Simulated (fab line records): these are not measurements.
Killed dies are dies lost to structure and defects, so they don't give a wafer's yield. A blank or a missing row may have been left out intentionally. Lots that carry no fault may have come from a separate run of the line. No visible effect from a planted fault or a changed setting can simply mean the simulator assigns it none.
Split-lot trial | flow ritCmos | 23 wafers read across 5 lots, on a route 202 steps long

ABOUT THE SPLIT
At RIT_PRETRO_SOFTBAKE_02 (time 60 s), the setting tempC was moved away from the recipe's 90 C on 12 of the 23 wafers read, by -3.3% to +3.2%. The other wafers ran this setting at the recipe's value.

FROM THE SPLIT TO THE READING: what the file shows between them, 2 steps
- RIT_PRETRO_EXPOSE_03: exposes mask M5, target cd 43700 nm
- RIT_PRETRO_PEB_04

THE READING
NOVOLAK_of_PRETRO_COAT_01.thkNm (the simulator's own value, which no gauge read), in nm, at RIT_PRETRO_DEVELOP_05 (develop time 68 s). The file gives no usual value for it. Average 1300 nm, standard deviation 2.2 nm, over the 11 wafers here run with the recipe.

wafer  | tool, chamber at the split | tempC as run, C | against the recipe | NOVOLAK_of_PRETRO_COAT_01.thkNm, nm | against lot-mates on the recipe
L074.1 | lithoTrack-04, 0           | 90              | recipe             | 1303                                | -
L074.2 | lithoTrack-04, 0           | 88.12           | -2.1%              | 1308                                | +6
L074.3 | lithoTrack-04, 0           | 88.12           | -2.1%              | 1309                                | +6
L074.5 | lithoTrack-04, 0           | 90              | recipe             | 1302                                | -
L074.6 | lithoTrack-04, 0           | 88.12           | -2.1%              | 1313                                | +10
L075.1 | lithoTrack-01, 0           | 87.01           | -3.3%              | 1312                                | +10
L075.5 | lithoTrack-01, 0           | 87.01           | -3.3%              | 1312                                | +10
L075.6 | lithoTrack-01, 0           | 87.01           | -3.3%              | 1312                                | +10
L075.2 | lithoTrack-01, 0           | 90              | recipe             | 1301                                | -
L075.3 | lithoTrack-01, 0           | 90              | recipe             | 1302                                | -
L077.1 | lithoTrack-01, 0           | 92.84           | +3.2%              | 1295                                | -6
L077.2 | lithoTrack-01, 0           | 92.84           | +3.2%              | 1293                                | -8
L077.3 | lithoTrack-01, 0           | 90              | recipe             | 1304                                | -
L077.4 | lithoTrack-01, 0           | 90              | recipe             | 1299                                | -
L077.5 | lithoTrack-01, 0           | 92.84           | +3.2%              | 1288                                | -14
L083.1 | lithoTrack-02, 0           | 90              | recipe             | 1298                                | -
L083.4 | lithoTrack-02, 0           | 90              | recipe             | 1298                                | -
L083.5 | lithoTrack-02, 0           | 90              | recipe             | 1300                                | -
L085.1 | lithoTrack-02, 0           | 90              | recipe             | 1297                                | -
L085.2 | lithoTrack-02, 0           | 88.48           | -1.7%              | 1303                                | +5
L085.4 | lithoTrack-02, 0           | 90              | recipe             | 1299                                | -
L085.5 | lithoTrack-02, 0           | 88.48           | -1.7%              | 1306                                | +8
L085.6 | lithoTrack-02, 0           | 88.48           | -1.7%              | 1305                                | +7

FIT RESULTS
A straight line over all 23 wafers: NOVOLAK_of_PRETRO_COAT_01.thkNm changes by -3.2 nm for each +1% of tempC; r = -0.93; the points scatter about the line by 2.5 nm.
The same after taking each lot's own level away (the mean of its wafers on the recipe; 23 wafers): -3.21 nm for each +1%; r = -0.96; scatter 1.8 nm.
That fit puts the effect of the largest move of tempC on the reading at 11 nm.
The lots' own levels span 1298.0 to 1302.5 nm, that is 2.1 times the standard deviation above.
The two slopes agree, so the slope changes little with the lot-to-lot level.
Check: with one of the wafers moved furthest among these (-3.3%) left out of the fit, the line predicts +11.1 nm for it against its lot-mates. It came out at +10.5 nm against them.

THE OTHER SPLITS THESE WAFERS WENT THROUGH
Note: prior to the reading, these wafers also went through further splits. Each is held against what the fit with the lots' levels taken away leaves over:
other split on the same wafers  | wafers away from the commonest value | r with NOVOLAK_of_PRETRO_COAT_01.thkNm (lot level and that fit taken away)
RIT_ACTIVE_CVD_03 pressureMtorr | 15                                   | +0.02
RIT_ACTIVE_COAT_06 resistThkNm  | 6                                    | +0.04
RIT_FOX2_OXIDATION_00 oxTimeS   | 18                                   | -0.13
RIT_NWELL_COAT_01 resistThkNm   | 6                                    | +0.42
RIT_NWELL_IMPLANT_08 doseCm2    | 11                                   | +0.41
RIT_PWELL_HARDBAKE_07 tempC     | 2                                    | -0.22
RIT_NRETRO_IMPLANT_08 energyKev | 7                                    | +0.29

THE FILE'S OWN FIT
NOVOLAK_of_PRETRO_COAT_01.thkNm changes by -3.24 nm for each +1% of tempC, r = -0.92.
